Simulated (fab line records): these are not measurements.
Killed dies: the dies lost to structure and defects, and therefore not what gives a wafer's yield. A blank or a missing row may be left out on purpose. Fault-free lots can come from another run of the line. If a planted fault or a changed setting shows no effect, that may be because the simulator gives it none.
Split-lot experiment + flow berkeley-cmos170 + route with 331 steps; 5 lots, 23 wafers read

## SPLIT DETAILS
At UCB170_PLDD_EXPOSE_03 (exposes mask PSELECT, target cd 1200 nm), the setting dose-mj was moved away from the recipe's 30 on 10 of the 23 wafers read, by -6.0% to +6.8%. The other wafers ran this setting at the recipe's value.

## FROM THE SPLIT TO THE READING: what the file shows between them, 2 steps
- UCB170_PLDD_PEB_04
- UCB170_PLDD_DEVELOP_05: develop time 45 s

## THE READING
cd-nm at UCB170_PLDD_CD_MEAS_06, given in nm (cd target 1200 nm). On this fab line, fault-free wafers typically give 1199.3 nm with a standard deviation of 1.2 nm.

| wafer  | tool, chamber at the split | dose-mj as run | against the recipe | cd-nm, nm | against lot-mates on the recipe |
|--------|----------------------------|----------------|--------------------|-----------|---------------------------------|
| L074.1 | krf-scanner-01, 0          | 30             | recipe             | 1198.9    | -                               |
| L074.2 | krf-scanner-01, 0          | 30             | recipe             | 1200.9    | -                               |
| L074.3 | krf-scanner-01, 0          | 32.05          | +6.8%              | 1211.9    | +11.8                           |
| L074.5 | krf-scanner-01, 0          | 30             | recipe             | 1200.5    | -                               |
| L074.6 | krf-scanner-01, 0          | 32.05          | +6.8%              | 1211.8    | +11.7                           |
| L077.1 | krf-scanner-01, 0          | 30             | recipe             | 1199.5    | -                               |
| L077.2 | krf-scanner-01, 0          | 28.21          | -6.0%              | 1189.8    | -9.9                            |
| L077.3 | krf-scanner-01, 0          | 30             | recipe             | 1199.8    | -                               |
| L077.4 | krf-scanner-01, 0          | 28.21          | -6.0%              | 1188.5    | -11.2                           |
| L077.5 | krf-scanner-01, 0          | 28.21          | -6.0%              | 1189.9    | -9.8                            |
| L079.3 | krf-scanner-01, 0          | 30             | recipe             | 1199.4    | -                               |
| L079.4 | krf-scanner-01, 0          | 30             | recipe             | 1199.3    | -                               |
| L079.5 | krf-scanner-01, 0          | 30             | recipe             | 1199.2    | -                               |
| L081.1 | krf-scanner-01, 0          | 28.45          | -5.2%              | 1189.0    | -8.8                            |
| L081.2 | krf-scanner-01, 0          | 30             | recipe             | 1198.0    | -                               |
| L081.3 | krf-scanner-01, 0          | 30             | recipe             | 1197.6    | -                               |
| L081.4 | krf-scanner-01, 0          | 28.45          | -5.2%              | 1189.5    | -8.3                            |
| L081.5 | krf-scanner-01, 0          | 28.45          | -5.2%              | 1190.2    | -7.6                            |
| L084.1 | krf-scanner-01, 0          | 30             | recipe             | 1200.0    | -                               |
| L084.3 | krf-scanner-01, 0          | 30             | recipe             | 1199.4    | -                               |
| L084.4 | krf-scanner-01, 0          | 31.1           | +3.7%              | 1205.4    | +6.6                            |
| L084.5 | krf-scanner-01, 0          | 30             | recipe             | 1196.9    | -                               |
| L084.6 | krf-scanner-01, 0          | 31.1           | +3.7%              | 1205.5    | +6.7                            |

THE FIT
A straight line over all 23 wafers: cd-nm changes by +1.77 nm for each +1% of dose-mj; r = +0.99; the points scatter about the line by 0.98 nm.
The same after taking each lot's own level away (the mean of its wafers on the recipe; 23 wafers): +1.7 nm for each +1%; r = +0.99; scatter 0.72 nm.
The reading moves by 12 nm for the largest change in dose-mj, on that fit.
Across the lots, their own levels run from 1197.80 to 1200.10 nm, a range of 1.9 times the standard deviation given above.
Hence the lot-to-lot level has little effect on the slope; both slopes agree.
Check: with one of the wafers moved furthest among these (+6.8%) left out of the fit, the line predicts +11.7 nm for it against its lot-mates. Against them it came out at +11.8 nm.

## FURTHER SPLITS ON THESE WAFERS
Note: prior to the reading, these wafers also went through further splits. Each is held against what the fit with the lots' levels taken away leaves over:
| other split on the same wafers      | wafers away from the commonest value | r with cd-nm (lot level and that fit taken away) |
|-------------------------------------|--------------------------------------|--------------------------------------------------|
| UCB170_START_OXIDATION_02 ox-time-s | 18                                   | -0.13                                            |
| UCB170_PWELL_CVD_05 pressure-mtorr  | 10                                   | -0.10                                            |
| UCB170_PWELL_IMPLANT_15 energy-kev  | 6                                    | +0.05                                            |
| UCB170_ACTIVE_CVD_05 temp-c         | 10                                   | +0.13                                            |
| UCB170_ACTIVE_SOFTBAKE_09 time-s    | 4                                    | -0.07                                            |
| UCB170_PVT_IMPLANT_07 energy-kev    | 8                                    | +0.11                                            |
| UCB170_GATE_EXPOSE_09 dose-mj       | 9                                    | -0.09                                            |
| UCB170_GATE_PEB_10 peb-temp-c       | 8                                    | +0.04                                            |

## FILE'S OWN FIT
cd-nm changes by +1.7 nm for each +1% of dose-mj, r = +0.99.
